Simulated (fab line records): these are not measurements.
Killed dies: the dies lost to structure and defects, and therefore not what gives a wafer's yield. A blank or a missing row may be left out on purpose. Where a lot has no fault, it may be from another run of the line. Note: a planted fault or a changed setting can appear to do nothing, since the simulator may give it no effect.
The tool behind it: which one? + flow berkeley cmos170 + 7 lots, 21 wafers sampled, at 2 steps of a route of 331

== WHAT EACH GAUGE READ, for each wafer ==
UCB170_M3_RS_MEAS_02: measures by four-point-probe.
| lot  | measured     | on            | M3_AL_RS (ohm/sq)    |
|------|--------------|---------------|----------------------|
| L323 | day 8 03:02  | film metro-01 | 0.0316 0.0318 0.0318 |
| L324 | day 8 10:10  | film metro-03 | 0.0324 0.0321 0.0322 |
| L326 | day 8 11:07  | film metro-01 | - - -                |
| L335 | day 11 03:43 | film metro-04 | 0.0319 0.0324 0.0322 |
| L338 | day 11 08:25 | film metro-04 | 0.0319 0.0321 0.0320 |
| L339 | day 11 16:36 | film metro-03 | 0.0327 0.0325 0.0326 |
| L341 | day 12 04:37 | film metro-01 | 0.0321 0.0320 0.0322 |

== EACH LOT AND THE TOOL THAT RAN IT (in order: tool; ch and the chambers of the sampled wafers; start) ==
| lot  | UCB170_M3_SPUTTER_01         |
|------|------------------------------|
| L323 | pvd sputter-02, day 8 02:58  |
| L324 | pvd sputter-02, day 8 10:04  |
| L326 | pvd sputter-03, day 8 11:02  |
| L335 | pvd sputter-01, day 11 03:36 |
| L338 | pvd sputter-01, day 11 08:17 |
| L339 | pvd sputter-01, day 11 16:30 |
| L341 | pvd sputter-01, day 12 04:32 |
- UCB170_M3_SPUTTER_01: material Al, target thk 900 nm, time 120 s.

== THE ANSWER, worked out from the rows above alone ==
Rule: the lots themselves supply what counts as usual. The widest of any qualifying gaps counts: lots, ordered by their means at a reading, are off when they make up no more than a third of the lots, leave a main group of 4 or more, and stand apart from it by 3 or more times the standard deviation of that group's means. A main group is skipped when, at the precision printed for the reading in the tables above, its means are all equal. A lot without any number at a reading at which 4 lots or more have one is off too. Where the step has rows for the other lots, those lots are counted as sound.
Off: L326, seen at UCB170_M3_RS_MEAS_02 (M3_AL_RS). Without a number there: L326. Main group: mean 0.0321 ohm/sq, sd 0.00026.
A tool fits if, at a process step before that reading, it ran every lot that is off, and no sound lot after the first of them. Those tools and the gauges at UCB170_M3_RS_MEAS_02 are tried in the same way. One fits: UCB170_M3_SPUTTER_01 on pvd sputter-03. It ran no sound lot before its first lot that is off in this sample, so the start can't be narrowed down.

== WHAT THE SIMULATOR PUT IN ==
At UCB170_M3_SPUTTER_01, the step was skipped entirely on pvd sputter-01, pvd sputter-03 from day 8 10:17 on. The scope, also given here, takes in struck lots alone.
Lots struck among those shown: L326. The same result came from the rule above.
